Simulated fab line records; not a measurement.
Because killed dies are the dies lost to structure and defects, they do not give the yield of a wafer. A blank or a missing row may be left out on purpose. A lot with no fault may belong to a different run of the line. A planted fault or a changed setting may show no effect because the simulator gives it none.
Problem report in the 8D (eight disciplines) form, filled by code | flow rit-cmos | the parts of the form that need people (team, actions taken, sign-off) are left out

1. THE PROBLEM
PWELL_OVL at RIT_PWELL_OVL_MEAS_06 reads a mean of 359.2 nm on 9 wafers of 3 lots; wafers without a fault read -0.6 nm with a standard deviation of 1.5. That is +99 or more standard deviations from the usual mean.
Earliest sighting: wafer L160.2 on overlay-02 at day 4 21:14. At this step, 45 wafers from 15 lots have a number in the record. Rule for "out", or "out of limits": more than 4 standard deviations from the usual mean. Any other wafer with a number is counted as sound.

2. WHAT THIS IS AND IS NOT
question                    | is                     | is not
which readings at this step | PWELL_OVL              | -
which lots                  | L160, L161, L164       | L146, L147, L148, L149, L150, L152, L155, L156, L157, L158, L159, L168
which wafers of those lots  | all that have a number | -
read on which gauges        | overlay-01, overlay-02 | -
when                        | from day 4 21:14       | up to then (33 sound wafers); but 3 sound wafers of L168 came after

3. THE SUSPECTS, EACH WITH WHAT RULES IT OUT
Counting: a tool stays on the suspect list if, at a process step up to the reading, it processed all lots that are out and no sound lot following the first of them.
- the gauge at RIT_PWELL_OVL_MEAS_06: ruled out. 2 gauges (overlay-01, overlay-02) read the wafers that are out.
- iline-stepper-02 at RIT_PWELL_EXPOSE_03 (exposes mask M3, target cd 43700 nm): kept. It ran every lot that is out, first L160 (day 4 20:49), and no sound lot after that; its last sound lot up to then is L159 (day 4 18:04).
The count leaves iline-stepper-02 at RIT_PWELL_EXPOSE_03.

4. THE CAUSE (what the simulator had put in)
Scanner matching overlay: iline-stepper-02, from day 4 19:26 on, at RIT_PWELL_EXPOSE_03. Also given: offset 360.
Counting left only this tool.

5. SEQUENCE OF EFFECTS, ordered by route
Each row: a reading whose mean over the struck wafers that have a number lies more than 3 standard deviations from the usual. Only readings for which the record gives a usual standard deviation are gone through. hours: the time from each lot's start at the first step in this table that gives one to its start at this step, as a median over the lots. sigmas: the change in usual standard deviations.
hours | step                  | reading   | usual   | on struck wafers | change | sigmas
0     | RIT_PWELL_OVL_MEAS_06 | PWELL_OVL | -0.6 nm | 359.2            | +359.8 | +99 or more

6. WHAT WOULD HAVE CAUGHT IT SOONER
In this record the first reading out of limits at a measuring or inspecting step was taken at day 4 21:14, 2 hours after the fault began at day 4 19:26.
L161, L164, from the lots that are out (3), started RIT_PWELL_EXPOSE_03 on iline-stepper-02 later than day 4 21:14. A hold on the tool at that time would have spared those 2.
